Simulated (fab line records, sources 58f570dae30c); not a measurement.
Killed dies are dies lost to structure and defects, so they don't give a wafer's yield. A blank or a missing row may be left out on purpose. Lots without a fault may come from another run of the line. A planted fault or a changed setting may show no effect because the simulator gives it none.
Problem report in the 8D (eight disciplines) form, filled by code | flow berkeley_cmos170 | the parts of the form that need people (team, actions taken, sign-off) are left out

1. THE PROBLEM
M1_AL_RS at UCB170_M1_RS_MEAS_01 reads a mean of 0.0399 ohm/sq on 2 wafers of 2 lots; wafers without a fault read 0.0486 ohm/sq with a standard deviation of 0.00048. That is -18 standard deviations from the usual mean.
The step: measures by four-point-probe.
First seen on wafer L108.4, day 11 00:10, on film_metro-02. The record holds 42 wafers of 14 lots with a number at this step. Rule for "out", or "out of limits": more than 4 standard deviations from the usual mean. The other wafers with a number count as sound.

2. WHAT IT IS AND WHAT IT IS NOT
question                    | is                | is not
which readings at this step | M1_AL_RS          | -
which lots                  | L106, L108        | L109, L111, L112, L113, L114, L993, L994, L995, L996, L997, L998, L999
which wafers of those lots  | L106.3, L108.4    | L106.2, L106.4, L108.2, L108.5
read on which gauges        | film_metro-02     | film_metro-01, film_metro-04
when                        | from day 11 00:10 | up to then (23 sound wafers); but 17 sound wafers of L106, L109, L111, L112, L113, L114 came after

3. SUSPECTS, AND WHAT RULES EACH OUT
Counting: a tool at a process step up to the reading stays a suspect if it ran every lot that is out. Sound lots after the first of them don't rule it out here, since some wafers of a struck lot are sound.
- the gauge at UCB170_M1_RS_MEAS_01: ruled out. All the wafers that are out were read on film_metro-02, but those of them that UCB170_M1_SPUTTER_00 has rows for are out there too, on other tools.
- pvd_sputter-01 at UCB170_M1_SPUTTER_00 (material Al, target thk 600 nm, time 80 s): kept. It ran every lot that is out, first L108 (day 11 00:05); its last sound lot up to then is L999 (day 9 18:52). Its own readings are out on those wafers: cathode_dc_power_W.
Left after counting: pvd_sputter-01 at UCB170_M1_SPUTTER_00.

4. THE CAUSE (what the simulator had put in)
Process parameter drift: pvd_sputter-01, from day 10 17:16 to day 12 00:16, at UCB170_M1_SPUTTER_00. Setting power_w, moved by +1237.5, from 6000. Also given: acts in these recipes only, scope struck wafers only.
Counting left only this tool.

5. THE CHAIN OF EFFECTS, in route order
Each row: a reading whose mean over the struck wafers that have a number lies more than 3 standard deviations from the usual. Only readings for which the record gives a usual standard deviation are gone through. hours: the time from each lot's start at the first step in this table that gives one to its start at this step, as a median over the lots. sigmas: the change in usual standard deviations.
hours | step                    | reading            | usual         | on struck wafers | change  | sigmas
0     | UCB170_M1_SPUTTER_00    | cathode_dc_power_W | 6000.1 W      | 7237.4           | +1237.2 | +99 or more
0     | UCB170_M1_RS_MEAS_01    | M1_AL_RS           | 0.0486 ohm/sq | 0.0399           | -0.0086 | -18
0     | UCB170_M1_THK_MEAS_02   | M1_AL_THK          | 583 nm        | 704              | +121    | +21
2     | UCB170_M1_METAL_ETCH_12 | oes_product_au     | 0.858 a.u.    | 0.948            | +0.090  | +7.5
The process steps in it:
- UCB170_M1_SPUTTER_00: material Al, target thk 600 nm, time 80 s.
- UCB170_M1_METAL_ETCH_12: etches Al in Cl2/BCl3, stops on PSG, target depth 780 nm, time 130 s.

6. WHAT WOULD HAVE CAUGHT IT SOONER
In this record the first reading out of limits at a measuring or inspecting step was taken at day 11 00:10, 7 hours after the fault began at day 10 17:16.
The tool's own readings at UCB170_M1_SPUTTER_00 were out on every struck wafer that the step has a row for (cathode_dc_power_W): an alarm limit on them would have fired on the first of those.
Of the lots that are out (2), L106 began UCB170_M1_SPUTTER_00 on pvd_sputter-01 after day 11 00:10. A hold on the tool at that time would have spared it.
